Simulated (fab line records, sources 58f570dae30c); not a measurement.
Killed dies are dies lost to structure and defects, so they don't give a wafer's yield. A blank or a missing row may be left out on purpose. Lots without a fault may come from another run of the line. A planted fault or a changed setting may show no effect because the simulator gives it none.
Which tool did it? | flow berkeley_cmos170 | 14 lots, 42 wafers sampled, at 4 steps of a route of 331

WHAT THE GAUGES READ, wafer by wafer
UCB170_PWELL_OVL_MEAS_13.
lot  | measured    | on         | PWELL_OVL (nm)
L663 | day 3 06:48 | overlay-01 | -6 -13 -3
L664 | day 3 13:56 | overlay-01 | 16 11 12
L666 | day 4 01:43 | overlay-02 | 7 7 11
L665 | day 4 01:57 | overlay-01 | 1 8 4
L668 | day 4 08:16 | overlay-02 | 2 2 6
L669 | day 4 19:02 | overlay-02 | 2 2 13
L672 | day 5 09:20 | overlay-02 | -6 -16 -3
L673 | day 5 09:04 | overlay-01 | 0 3 6
L676 | day 6 02:53 | overlay-02 | 1 5 3
L679 | day 7 01:22 | overlay-02 | 2 -1 -1
L680 | day 7 01:28 | overlay-01 | 0 -3 2
L681 | day 7 10:38 | overlay-01 | -2 4 3
L682 | day 7 17:13 | overlay-01 | -1 8 0
L686 | day 8 22:17 | overlay-01 | -2 -5 -4

UCB170_V2_THK_MEAS_01.
lot  | measured     | on            | V2_TEOS_THK (nm)
L663 | day 9 11:22  | film_metro-03 | 1978 1993 2037
L664 | day 9 12:07  | film_metro-01 | 1998 1989 1958
L666 | day 9 19:29  | film_metro-01 | 1998 1953 2005
L665 | day 9 19:44  | film_metro-04 | 2025 2027 2054
L668 | day 9 22:09  | film_metro-01 | 1981 1974 1997
L669 | day 10 05:53 | film_metro-03 | 1988 2035 2050
L672 | day 10 19:17 | film_metro-03 | 1988 2016 2025
L673 | day 11 06:17 | film_metro-04 | 1954 1994 2022
L676 | day 11 12:45 | film_metro-01 | 1977 2028 2059
L679 | day 12 12:52 | film_metro-03 | 1968 1989 2008
L680 | day 12 10:16 | film_metro-03 | 1986 1932 1980
L681 | day 12 11:28 | film_metro-03 | 1980 2017 2038
L682 | day 13 02:12 | film_metro-01 | 1978 1979 1999
L686 | day 14 05:37 | film_metro-04 | 1984 2023 2038

WHICH TOOL RAN EACH LOT (tool, then ch and the chambers of the sampled wafers, then the start)
lot  | UCB170_ZERO_PEB_04               | UCB170_GATE_STRIP_16
L663 | litho_track-01 ch 0, day 1 23:22 | plasma_asher-02 ch 0,1, day 7 18:29
L664 | litho_track-04 ch 0, day 2 04:25 | plasma_asher-01 ch 0,1, day 7 18:44
L666 | litho_track-04 ch 0, day 2 11:11 | plasma_asher-04 ch 1, day 8 07:41
L665 | litho_track-01 ch 0, day 2 11:16 | plasma_asher-04 ch 0,1, day 8 07:05
L668 | litho_track-03 ch 0, day 2 23:38 | plasma_asher-01 ch 0,1, day 8 07:31
L669 | litho_track-01 ch 0, day 3 03:55 | plasma_asher-04 ch 0,1, day 8 18:31
L672 | litho_track-04 ch 0, day 3 20:44 | plasma_asher-01 ch 1, day 9 12:55
L673 | litho_track-04 ch 0, day 4 01:03 | plasma_asher-02 ch 0,1, day 9 13:08
L676 | litho_track-03 ch 0, day 4 15:56 | plasma_asher-04 ch 0,1, day 10 02:18
L679 | litho_track-01 ch 0, day 5 06:56 | plasma_asher-04 ch 0, day 11 02:31
L680 | litho_track-01 ch 0, day 5 07:13 | plasma_asher-01 ch 0,1, day 11 02:46
L681 | litho_track-01 ch 0, day 5 18:15 | plasma_asher-02 ch 0,1, day 11 06:02
L682 | litho_track-03 ch 0, day 6 00:47 | plasma_asher-02 ch 0,1, day 11 18:23
L686 | litho_track-01 ch 0, day 7 00:50 | plasma_asher-02 ch 0,1, day 12 15:56
- UCB170_ZERO_PEB_04
- UCB170_GATE_STRIP_16: strips in O2.

WHAT THE TOOLS THEMSELVES READ (means of the sampled wafers that have a number; where no wafer has one, the mark that the record gives instead)
UCB170_ZERO_PEB_04.
lot  | tool           | exhaust_pa (Pa) | heater_power_total_W (W) | plate_temp_C (C)
L663 | litho_track-01 | 45.5            | 56.84                    | 130.11
L664 | litho_track-04 | 45.5            | 56.81                    | 129.92
L666 | litho_track-04 | 45.6            | 56.79                    | 129.75
L665 | litho_track-01 | 46.4            | 56.80                    | 129.92
L668 | litho_track-03 | 45.0            | 56.80                    | 129.87
L669 | litho_track-01 | 45.7            | 56.84                    | 130.15
L672 | litho_track-04 | 44.9            | 57.37                    | 130.90
L673 | litho_track-04 | 44.7            | 57.39                    | 130.99
L676 | litho_track-03 | 44.9            | 56.77                    | 130.25
L679 | litho_track-01 | 44.4            | 56.80                    | 129.92
L680 | litho_track-01 | 45.9            | 56.84                    | 129.73
L681 | litho_track-01 | 44.2            | 56.82                    | 129.95
L682 | litho_track-03 | 44.9            | 56.82                    | 129.92
L686 | litho_track-01 | 45.1            | 56.79                    | 129.91

UCB170_GATE_STRIP_16.
lot  | tool            | drypump_motor_current_A (A) | oes_product_au (a.u.)
L663 | plasma_asher-02 | 5.6                         | 0.728
L664 | plasma_asher-01 | 5.7                         | 0.724
L666 | plasma_asher-04 | 5.9                         | 0.722
L665 | plasma_asher-04 | 6.2                         | 0.726
L668 | plasma_asher-01 | 5.7                         | 0.723
L669 | plasma_asher-04 | 6.2                         | 0.723
L672 | plasma_asher-01 | 5.5                         | 0.724
L673 | plasma_asher-02 | 5.5                         | 0.725
L676 | plasma_asher-04 | 6.2                         | 0.726
L679 | plasma_asher-04 | 6.3                         | 0.725
L680 | plasma_asher-01 | 5.7                         | 0.726
L681 | plasma_asher-02 | 5.7                         | 0.729
L682 | plasma_asher-02 | 5.5                         | 0.720
L686 | plasma_asher-02 | 5.6                         | 0.719

THE ANSWER, worked out from the rows above alone
Rule: what is usual is taken from the lots themselves. Put in order of their means at a reading, lots are off if they are a third of the lots or fewer, leave a main group of 4 or more, and stand apart from it by a gap of 3 or more times the standard deviation of the main group's means; of several such gaps the widest counts. A main group whose means are all the same, to the digits that the tables above print for the reading, isn't used. A lot without any number at a reading at which 4 lots or more have one is off too. The other lots that the step has rows for count as sound. The gauges are gone through in route order, then the tools' own readings, and for those a lot's mean is taken as printed above. The first step at which some lot is off is used, and at that step the reading that is off furthest; a lot without a number counts as furthest.
Off: L672, L673, at UCB170_ZERO_PEB_04 (heater_power_total_W). The main group: mean 56.81 W, standard deviation 0.022.
A tool fits if, at that step or a process step before it, it ran every lot that is off, and no sound lot after the first of them. One fits: litho_track-04 at UCB170_ZERO_PEB_04. Its last sound lot is L666 (day 2 11:11), its first lot that is off L672 (day 3 20:44): a fault that began between those two fits.
The tool's own readings at UCB170_ZERO_PEB_04 bear it out: on the lots that are off they differ by more than 5 times the standard deviation of the sound lots' means. heater_power_total_W reads 57.38 W there against 56.81 W on the sound lots; plate_temp_C reads 130.94 C there against 129.95 C on the sound lots.

WHAT THE SIMULATOR HAD PUT IN
Process parameter drift: litho_track-04, from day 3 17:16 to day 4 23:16, at UCB170_ZERO_PEB_04. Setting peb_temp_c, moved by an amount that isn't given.
Lots struck among those shown: L673, L672. The rule above found the same.
